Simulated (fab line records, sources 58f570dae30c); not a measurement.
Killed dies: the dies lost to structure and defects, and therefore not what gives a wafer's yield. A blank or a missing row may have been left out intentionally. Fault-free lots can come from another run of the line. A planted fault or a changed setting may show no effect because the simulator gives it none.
2 desks looking at one fault | flow berkeley cmos170 | each desk has only its own numbers; what lay behind them comes last

## AT THE METROLOGY DESK
What the gauges read, lot by lot, whatever tool the lot ran on: means of the sampled wafers that have a number. If a lot's mean is further than 4 standard deviations from the usual mean, the lot is out of limits and carries the mark OUT (the distance appears in the brackets).
Columns: A = PLDD_TW at UCB170_PLDD_TW_MEAS_11, usual 1000; B = cd nm at UCB170_NLDD_CD_MEAS_06, usual 1200.3 nm; C = NLDD_OVL at UCB170_NLDD_OVL_MEAS_07, usual -2 nm
lot  | first seen here | A    | B      | C
L421 | day 8 13:25     | 1000 | 1198.8 | -3
L425 | day 9 06:26     | 996  | 1199.3 | -6
L432 | day 10 20:13    | 997  | 1201.7 | -1
L436 | day 11 11:25    | 994  | 1201.9 | -3
L434 | day 11 11:53    | 1005 | 1200.9 | -5
L439 | day 12 02:56    | 1001 | 1199.7 | 2
This desk's finding: nothing out of limits on any of the 6 lots.

## THE TOOL OWNER'S DESK: implanter-03
For each lot that ran on this tool, the mean over its sampled wafers that have a number, from the tool's own readings at UCB170_NLDD_IMPLANT_09. If a lot's mean is further than 4 standard deviations from the usual mean, the lot is out of limits and carries the mark OUT (the distance appears in the brackets).
Columns: A = beam energy keV at UCB170_NLDD_IMPLANT_09, usual 29.998
lot  | first seen here | A
L421 | day 8 15:21     | 29.994
L432 | day 10 21:45    | 31.041 (+99 or more) OUT
L434 | day 11 13:39    | 31.055 (+99 or more) OUT
This desk finds L432, L434 out of limits, L432 being first, at day 10 21:45 (beam energy keV at UCB170_NLDD_IMPLANT_09). Within limits: L421.

## BROUGHT TOGETHER
The tool owner's desk could have raised an alarm at day 10 21:45, on L432, L434.
The metrology desk saw nothing out of limits.
The metrology desk holds a record of L432, L434, inside its limits.
UCB170_NLDD_IMPLANT_09 was run on implanter-03 by each of the lots named.

## WHAT HAD BEEN PUT IN BY THE SIMULATOR
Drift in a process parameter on implanter-03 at UCB170_NLDD_IMPLANT_09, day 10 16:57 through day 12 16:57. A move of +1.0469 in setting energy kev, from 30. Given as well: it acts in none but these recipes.
Lots struck among those shown: L432, L434.
Time in hours from fault onset to the first out-of-limits reading at each desk: the tool owner's desk, 5.
